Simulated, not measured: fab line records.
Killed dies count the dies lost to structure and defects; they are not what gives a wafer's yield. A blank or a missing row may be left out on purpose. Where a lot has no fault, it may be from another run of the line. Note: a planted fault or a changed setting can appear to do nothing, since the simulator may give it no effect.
Comparing a struck lot with a sound one | flow berkeleyCmos170 | 14 steps out of a route of 331
Sound: these wafers, L307.2, L307.5, L307.6. Wafers struck: L314.1, L314.3, L314.6. At the end, the cause is stated.
For every step that has rows: the tool of each side, followed by ch and its chambers, followed by its first start. Under that, the readings that differ: sound wafers | struck wafers | difference of the means | sigmas: that difference in standard deviations of wafers without a fault.
alike: same words and numbers on both sides, and readings whose means sit less than 2 such deviations apart. not compared: any withheld reading, any reading some wafer has no value for, any bound like >300 that may hide the same value, and any number with overlapping values for which the record gives no deviation.
A row with sigmas, a row that says differs or no value, or rows on one side alone: a step with any of these is where the two part. When numbers do not overlap yet have no deviation, they are printed without sigmas and do not part them. A reading missing from all wafers of one side parts the sides only when that side holds two or more wafers.

first, 3 steps without rows for these wafers: UCB170_ACTIVE_CLEAN_00 (cleans in SPM, time 600 s); UCB170_ACTIVE_CLEAN_01 (cleans in dHF, time 60 s); UCB170_ACTIVE_OXIDATION_02 (target thk 26.4 nm, ox time 1260 s).
UCB170_ACTIVE_THK_MEAS_03:
  sound on filmMetro-02 at day 6 02:54; struck on filmMetro-01 at day 7 18:16
  alike: ACTIVE_OXIDE_THK
then, 2 steps without rows for these wafers: UCB170_ACTIVE_ANNEAL_04 (time 900 s); UCB170_ACTIVE_CVD_05 (deposits Si3N4 from SiH2Cl2/NH3, target thk 220 nm, time 3300 s).
UCB170_ACTIVE_THK_MEAS_06:
  sound on filmMetro-02 at day 6 11:38; struck on filmMetro-02 at day 7 23:21
  alike: ACTIVE_NITRIDE_THK
then, 4 steps without rows for these wafers: UCB170_ACTIVE_HMDS_07 (prime time 60 s); UCB170_ACTIVE_COAT_08 (resist thk 900 nm); UCB170_ACTIVE_SOFTBAKE_09 (time 60 s); UCB170_ACTIVE_EXPOSE_10 (exposes mask ACTIVE, target cd 1200 nm).
UCB170_ACTIVE_PEB_11:
  sound on lithoTrack-03 ch 0, day 6 12:47; struck on lithoTrack-01 ch 0, day 7 23:59
  alike: plateSensorTCentreC, plateSensorTEdgeC
UCB170_ACTIVE_DEVELOP_12: develop time 45 s.
  sound on lithoTrack-03 ch 0, day 6 12:00; struck on lithoTrack-01, day 8 00:00
  no value came back on the struck wafers for chillPlateTempC (C), developTimeS (s); on the sound wafers chillPlateTempC (C) reads 22.64 22.82 22.87
reading                                | sound             | struck          | difference | sigmas
model.KrF_of_ACTIVE_COAT_08.thkNm (nm) | 882.9 885.6 885.9 | 901.8 900.3 900 | +15.9      | 
UCB170_ACTIVE_CD_MEAS_13 targets a cd of 1200 nm.
  sound on cdSem-01 at day 6 13:04; struck on cdSem-01 at day 8 00:15
reading   | sound                | struck | difference                    | sigmas
cdNm (nm) | 1199.3 1198.8 1198.9 | - - -  | no value on the struck wafers | 

## WHERE THEY PART
Last at UCB170_ACTIVE_CD_MEAS_13 as far as this record goes, first at UCB170_ACTIVE_DEVELOP_12.

WHY: what had been put in by the simulator
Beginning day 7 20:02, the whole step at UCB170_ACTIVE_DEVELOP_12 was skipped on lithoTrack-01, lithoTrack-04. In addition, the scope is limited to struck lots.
